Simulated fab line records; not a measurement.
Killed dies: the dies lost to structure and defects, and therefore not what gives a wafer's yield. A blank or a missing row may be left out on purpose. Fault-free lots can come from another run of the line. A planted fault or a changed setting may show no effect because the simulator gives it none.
Which of the tools did it? | flow berkeley-cmos170 | 15 lots, 45 wafers sampled, at 5 steps of a route of 331

== WHAT THE GAUGES SHOWED, per wafer ==
UCB170_GATE_THK_MEAS_02. Usual: GATE_OXIDE_THK 6.51 nm, standard deviation 0.13.
lot  | measured     | on            | GATE_OXIDE_THK (nm)           | flag
L409 | day 5 14:57  | film-metro-04 | 6.44 6.37 6.22                |
L410 | day 5 23:40  | film-metro-02 | 6.58 6.64 6.72                |
L411 | day 6 07:44  | film-metro-02 | 6.35 6.27 6.50                |
L413 | day 6 19:34  | film-metro-04 | 6.63 6.57 6.63                |
L414 | day 6 19:35  | film-metro-03 | 6.72 6.57 6.60                |
L418 | day 7 11:46  | film-metro-02 | 6.57 6.37 6.43                |
L416 | day 7 11:46  | film-metro-03 | 6.56 6.37 6.44                |
L415 | day 7 11:46  | film-metro-04 | 6.45 6.54 6.45                |
L419 | day 7 20:18  | film-metro-03 | 0.89 0.73 0.80 0.94 0.80 0.77 | OFF
L420 | day 8 06:00  | film-metro-03 | 0.88 0.98 1.00 0.92 0.98 1.03 | OFF
L421 | day 8 06:01  | film-metro-02 | 0.90 0.80 1.03 0.96 0.88 1.08 | OFF
L428 | day 9 11:51  | film-metro-03 | 6.51 6.66 6.45                |
L427 | day 9 11:51  | film-metro-02 | 6.62 6.66 6.63                |
L429 | day 9 11:51  | film-metro-04 | 6.54 6.60 6.61                |
L432 | day 10 10:38 | film-metro-02 | 6.65 6.68 6.72                |

UCB170_PLDD_OVL_MEAS_07. Usual: PLDD_OVL -3 nm, standard deviation 7.4.
lot  | measured     | on         | PLDD_OVL (nm) | flag
L409 | day 6 01:46  | overlay-02 | 3 -4 -7       |
L410 | day 6 08:02  | overlay-02 | -14 4 -11     |
L411 | day 6 16:38  | overlay-02 | 4 -8 11       |
L413 | day 7 05:37  | overlay-01 | -12 -7 -10    |
L414 | day 7 05:52  | overlay-02 | 5 -10 -8      |
L418 | day 7 22:18  | overlay-01 | 5 9 4         |
L416 | day 7 22:05  | overlay-02 | -7 -4 -14     |
L415 | day 7 21:40  | overlay-01 | -15 -7 3      |
L419 | day 8 05:12  | overlay-02 | 8 9 -2        |
L420 | day 8 18:14  | overlay-02 | 0 6 8         |
L421 | day 8 17:58  | overlay-02 | 14 -7 2       |
L428 | day 9 19:41  | overlay-01 | -17 -8 -6     |
L427 | day 9 19:47  | overlay-01 | 1 7 -4        |
L429 | day 9 19:35  | overlay-01 | -13 -7 -15    |
L432 | day 10 18:47 | overlay-02 | 2 2 6         |

UCB170_CONTACT_CD_MEAS_15 targets a cd of 700 nm. Usual: cd-nm 700.2 nm, standard deviation 1.2.
lot  | measured     | on        | cd-nm (nm)        | flag
L409 | day 6 19:45  | cd-sem-01 | 699.7 698.9 698.8 |
L410 | day 6 23:56  | cd-sem-01 | 700.1 700.6 700.0 |
L411 | day 7 16:23  | cd-sem-01 | 701.7 701.5 701.6 |
L413 | day 8 00:06  | cd-sem-01 | 700.4 701.2 701.8 |
L414 | day 8 01:37  | cd-sem-01 | 700.2 700.3 699.8 |
L418 | day 8 16:07  | cd-sem-02 | 699.2 698.5 697.9 |
L416 | day 8 15:37  | cd-sem-01 | 699.0 700.6 700.4 |
L415 | day 8 13:47  | cd-sem-01 | 699.9 699.7 700.2 |
L419 | day 9 01:04  | cd-sem-02 | 700.7 699.9 700.3 |
L420 | day 9 12:58  | cd-sem-02 | 699.5 698.3 698.9 |
L421 | day 9 13:16  | cd-sem-01 | 700.6 699.4 699.0 |
L428 | day 10 19:08 | cd-sem-02 | 699.3 700.3 701.2 |
L427 | day 10 18:45 | cd-sem-01 | 700.8 700.4 701.2 |
L429 | day 10 18:08 | cd-sem-02 | 698.0 699.4 698.9 |
L432 | day 11 11:53 | cd-sem-02 | 699.4 699.9 699.7 |

== TOOL THAT RAN EACH LOT (tool first, then ch and the chambers of the sampled wafers, then the start) ==
lot  | UCB170_PWELL_STRIP_16               | UCB170_GATE_OXIDATION_01
L409 | plasma-asher-02 ch 0,1, day 2 23:22 | furnace-04 ch 0, day 5 13:27
L410 | plasma-asher-02 ch 0,1, day 3 07:10 | furnace-02 ch 0, day 5 22:10
L411 | plasma-asher-02 ch 0,1, day 3 14:22 | furnace-04 ch 0, day 6 06:14
L413 | plasma-asher-02 ch 0,1, day 4 01:06 | furnace-02 ch 0, day 6 18:04
L414 | plasma-asher-03 ch 0,1, day 4 07:01 | furnace-02 ch 0, day 6 18:04
L418 | plasma-asher-03 ch 0,1, day 4 15:46 | furnace-04 ch 0, day 7 10:16
L416 | plasma-asher-02 ch 1, day 4 15:56   | furnace-04 ch 0, day 7 10:16
L415 | plasma-asher-01 ch 0,1, day 4 16:02 | furnace-04 ch 0, day 7 10:16
L419 | plasma-asher-01 ch 0,1, day 5 00:43 | furnace-04 ch 0, day 7 18:48
L420 | plasma-asher-02 ch 0,1, day 5 12:46 | furnace-04 ch 0, day 8 04:30
L421 | plasma-asher-02 ch 0,1, day 5 13:02 | furnace-04 ch 0, day 8 04:30
L428 | plasma-asher-02 ch 0, day 6 23:42   | furnace-02 ch 0, day 9 10:20
L427 | plasma-asher-02 ch 0,1, day 7 03:20 | furnace-02 ch 0, day 9 10:20
L429 | plasma-asher-01 ch 0,1, day 7 03:33 | furnace-02 ch 0, day 9 10:20
L432 | plasma-asher-02 ch 0,1, day 7 18:39 | furnace-03 ch 0, day 10 09:08
- UCB170_PWELL_STRIP_16: strips in O2.
- UCB170_GATE_OXIDATION_01: target thk 6.6 nm, ox time 1800 s.

== WHAT THE TOOLS THEMSELVES READ (means of the sampled wafers that have a number; where no wafer has one, the mark that the record gives instead) ==
UCB170_PWELL_STRIP_16. Usual: drypump-motor-current-A 5.7 A, standard deviation 0.36; oes-product-au 0.721 a.u., standard deviation 0.0052; strip-time-to-endpoint-s 18.10 s, standard deviation 0.11.
lot  | tool            | drypump-motor-current-A (A) | oes-product-au (a.u.) | strip-time-to-endpoint-s (s) | flag
L409 | plasma-asher-02 | 6.0                         | 0.718                 | 18.08                        |
L410 | plasma-asher-02 | 5.9                         | 0.718                 | 18.01                        |
L411 | plasma-asher-02 | 5.9                         | 0.722                 | 18.10                        |
L413 | plasma-asher-02 | 5.9                         | 0.727                 | 18.16                        |
L414 | plasma-asher-03 | 5.6                         | 0.726                 | 18.11                        |
L418 | plasma-asher-03 | 5.4                         | 0.725                 | 18.04                        |
L416 | plasma-asher-02 | 6.0                         | 0.726                 | 18.04                        |
L415 | plasma-asher-01 | 5.6                         | 0.724                 | 18.07                        |
L419 | plasma-asher-01 | 5.5                         | 0.722                 | 18.13                        |
L420 | plasma-asher-02 | 6.0                         | 0.726                 | 18.03                        |
L421 | plasma-asher-02 | 5.9                         | 0.715                 | 18.00                        |
L428 | plasma-asher-02 | 5.9                         | 0.715                 | 18.13                        |
L427 | plasma-asher-02 | 5.9                         | 0.720                 | 18.11                        |
L429 | plasma-asher-01 | 5.6                         | 0.719                 | 18.09                        |
L432 | plasma-asher-02 | 6.0                         | 0.723                 | 18.21                        |

UCB170_GATE_OXIDATION_01. Usual: spike-tc-centre-C 852.7 C, standard deviation 1.2; spike-tc-load-C 874.8 C, standard deviation 2.9; spike-tc-source-C 873.6 C, standard deviation 2.5; tube-center-temp-C 850 C, standard deviation 0.074; tube_center_temp_C_max 852.2, standard deviation 0.33; zone-power-centre-pct 38.9 %, standard deviation 2; zone-power-load-pct 22.5 %, standard deviation 1.9; zone-power-source-pct 22.9 %, standard deviation 2.2.
lot  | tool       | spike-tc-centre-C (C) | spike-tc-load-C (C) | spike-tc-source-C (C) | tube-center-temp-C (C) | tube_center_temp_C_max | zone-power-centre-pct (%) | zone-power-load-pct (%) | zone-power-source-pct (%) | flag
L409 | furnace-04 | 853.0                 | 875.6               | 875.8                 | 850                    | 852.0                  | 37.8                      | 23.8                    | 24.6                      |
L410 | furnace-02 | 851.8                 | 872.1               | 870.4                 | 850                    | 852.5                  | 42.4                      | 19.4                    | 19.7                      |
L411 | furnace-04 | 852.3                 | 876.8               | 876.5                 | 850                    | 852.4                  | 37.4                      | 23.7                    | 24.5                      |
L413 | furnace-02 | 851.2                 | 871.7               | 869.8                 | 850                    | 852.0                  | 42.4                      | 19.3                    | 19.9                      |
L414 | furnace-02 | 851.7                 | 872.3               | 869.7                 | 850                    | 852.0                  | 42.1                      | 19.3                    | 19.7                      |
L418 | furnace-04 | 853.4                 | 877.3               | 874.3                 | 850                    | 852.6                  | 37.9                      | 23.8                    | 24.3                      |
L416 | furnace-04 | 853.6                 | 877.4               | 874.6                 | 850                    | 852.3                  | 37.5                      | 23.8                    | 24.1                      |
L415 | furnace-04 | 855.0                 | 877.0               | 876.2                 | 850                    | 852.3                  | 37.8                      | 23.8                    | 24.5                      |
L419 | furnace-04 | 728.1                 | 749.8               | 748.8                 | 725                    | 727.1                  | 31.5                      | 17.0                    | 17.3                      | OFF
L420 | furnace-04 | 728.5                 | 751.4               | 748.6                 | 725                    | 727.7                  | 31.4                      | 16.9                    | 17.6                      | OFF
L421 | furnace-04 | 726.8                 | 749.8               | 749.5                 | 725                    | 727.1                  | 31.4                      | 16.9                    | 17.6                      | OFF
L428 | furnace-02 | 852.1                 | 871.0               | 870.6                 | 850                    | 851.8                  | 42.7                      | 19.4                    | 19.8                      |
L427 | furnace-02 | 852.0                 | 871.2               | 869.9                 | 850                    | 851.9                  | 42.4                      | 19.5                    | 19.9                      |
L429 | furnace-02 | 851.8                 | 872.3               | 870.2                 | 850                    | 852.2                  | 42.1                      | 19.4                    | 19.8                      |
L432 | furnace-03 | 853.4                 | 868.8               | 871.2                 | 850                    | 852.8                  | 38.1                      | 22.0                    | 20.1                      |

== THE ANSWER, worked out from the rows above alone ==
Rule: a lot counts as off when the mean over its wafers that have a number is more than 3 standard deviations away from the usual mean. Also off: a lot with no number at a reading for which 4 or more lots have one. All remaining lots with rows at the step are treated as sound. After the gauges, taken in route order, come the tools' own readings; for these a lot's mean is taken, as printed above. At the first step where some lot is off, the reading lying furthest off is the one used; lots without a number count as furthest.
Off: at UCB170_GATE_THK_MEAS_02 (GATE_OXIDE_THK), L419, L420, L421.
If a tool, at a process step before that reading, ran all the lots that are off and no sound lot after the first of them, it fits. Not tried: the gauges at UCB170_GATE_THK_MEAS_02; whatever is off there is also off at UCB170_GATE_OXIDATION_01, on other tools, and gauge error can't account for it. One fits: UCB170_GATE_OXIDATION_01 on furnace-04. A fault onset in the window from L415 (day 7 10:16, its last sound lot) to L419 (day 7 18:48, its first lot off) fits.
The tool's own readings at UCB170_GATE_OXIDATION_01 bear it out: on the lots that are off they differ by more than 5 times the standard deviation of the sound lots' means. spike-tc-centre-C reads 727.8 C there against 852.6 C on the sound lots; spike-tc-load-C reads 750.3 C there against 873.6 C on the sound lots; spike-tc-source-C reads 749.0 C there against 872.4 C on the sound lots; tube-center-temp-C reads 725 C there against 850 C on the sound lots; tube_center_temp_C_max reads 727.3 there against 852.2 on the sound lots.

== WHAT THE SIMULATOR PUT IN ==
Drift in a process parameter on furnace-04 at UCB170_GATE_OXIDATION_01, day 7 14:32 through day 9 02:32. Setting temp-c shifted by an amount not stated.
Struck lots among those shown: L419, L420, L421. This agrees with what the rule above found.
